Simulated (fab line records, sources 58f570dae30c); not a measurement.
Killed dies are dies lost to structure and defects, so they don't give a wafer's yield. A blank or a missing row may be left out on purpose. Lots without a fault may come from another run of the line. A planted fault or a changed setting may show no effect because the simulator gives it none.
A struck lot beside a sound one | flow berkeley_cmos170 | 14 steps out of a route of 331
Sound: wafers L858.1, L858.5, L858.6. Struck: wafers L855.2, L855.3, L855.5. The cause comes at the end.
At each step with rows: each side's tool, then ch and its chambers, then its first start. Under that, the readings that differ: sound wafers | struck wafers | difference of the means | sigmas: that difference in standard deviations of wafers without a fault.
alike: readings whose means differ by less than 2 such deviations, and words and numbers that are the same on both sides. not compared: withheld readings, readings that some wafer has no value for, bounds like >300 that may hide the same value, and numbers for which the record gives no deviation and whose values overlap.
The two part at a step that has a row with sigmas, a row that says differs or no value, or rows on one side only. Numbers that don't overlap but have no deviation are shown without sigmas and don't part them. A reading that every wafer of one side lacks parts them only if that side has two wafers or more.

first, 3 steps without rows for these wafers: UCB170_NVT_EXPOSE_03 (exposes mask PWELL, target cd 3000 nm); UCB170_NVT_PEB_04; UCB170_NVT_DEVELOP_05 (develop time 45 s).
UCB170_NVT_OVL_MEAS_06:
  sound on overlay-01, day 9 11:41; struck on overlay-01, day 8 21:58
  alike: NVT_OVL
then, 1 step without rows for these wafers: UCB170_NVT_IMPLANT_07.
UCB170_NVT_STRIP_08: strips in O2.
  sound on plasma_asher-02 ch 0,1, day 9 11:52; struck on plasma_asher-03 ch 1, day 8 22:09
  alike: drypump_motor_current_A, o2_flow_sccm, oes_product_au, strip_time_to_endpoint_s
  not compared: rf_hours_counter_h
UCB170_NVT_TW_MEAS_09:
  sound on film_metro-03, day 9 11:58; struck on film_metro-02, day 8 22:16
  alike: NVT_TW
then, 5 steps without rows for these wafers: UCB170_NVT_CLEAN_10 (cleans in SPM, time 600 s); UCB170_PVT_HMDS_00 (prime time 60 s); UCB170_PVT_COAT_01 (resist thk 900 nm); UCB170_PVT_SOFTBAKE_02 (time 60 s); UCB170_PVT_EXPOSE_03 (exposes mask NWELL, target cd 3000 nm).
UCB170_PVT_PEB_04:
  sound on litho_track-01 ch 0, day 9 13:44; struck on litho_track-04, day 8 23:56
  no value came back on the struck wafers for chill_plate_temp_C (C), exhaust_pa (Pa); on the sound wafers chill_plate_temp_C (C) reads 23.07 23.00 23.23
then, 1 step without rows for these wafers: UCB170_PVT_DEVELOP_05 (develop time 45 s).

WHERE THEY PART
Only at UCB170_PVT_PEB_04, within this record.

WHY: what the simulator had put in
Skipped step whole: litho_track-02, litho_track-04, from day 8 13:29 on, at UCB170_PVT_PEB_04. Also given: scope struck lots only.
